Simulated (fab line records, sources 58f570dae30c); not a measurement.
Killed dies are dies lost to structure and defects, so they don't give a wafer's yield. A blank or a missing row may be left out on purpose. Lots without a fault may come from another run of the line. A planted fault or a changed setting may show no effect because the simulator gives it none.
Chamber matching | flow berkeley_cmos170 | UCB170_V1_CMP_02 on cmp-01: 4 sister chambers
The step polishes SiO2. 4 wafers are shown with their chamber, then 8 later ones without.

WAFERS WITH THEIR CHAMBER
wafer  | chamber | motor_current_A (A)
L827.3 | 2       | 14.8
L829.4 | 1       | 17.2
L829.5 | 3       | 18.8
L830.1 | 0       | 15.7

WAFERS WITHOUT THEIR CHAMBER
wafer  | motor_current_A (A)
L830.3 | 15.2
L830.6 | 15.5
L828.1 | 14.9
L828.4 | 15.1
L828.5 | 16.0
L834.3 | 18.3
L834.5 | 14.9
L834.6 | 16.6

WHICH CHAMBER EACH WENT THROUGH
wafer  | from the rows above     | in truth
L830.3 | can't be placed: 2 or 0 | 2
L830.6 | can't be placed: 0 or 2 | 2
L828.1 | can't be placed: 2 or 0 | 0
L828.4 | can't be placed: 2 or 0 | 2
L828.5 | 0                       | 0
L834.3 | can't be placed: 3 or 1 | 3
L834.5 | can't be placed: 2 or 0 | 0
L834.6 | can't be placed: 1 or 0 | 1
Placed correctly: 1 of 8. Can't be placed from these rows: 7 (the true chamber is among the candidates in 7). Placed wrongly: 0.
How it was worked out, from the rows above alone: a wafer's distance from a chamber is the root of the sum, over the readings, of the square of ((its reading less the chamber's mean) divided by the reading's scatter). The wafer belongs to the nearest chamber; if the next one is less than 2 further off, it can't be placed. A chamber's mean is the mean of its shown wafers. The scatter: with one shown wafer a chamber, the root of the mean of the squares of how far each hidden wafer lies from its nearest shown one.
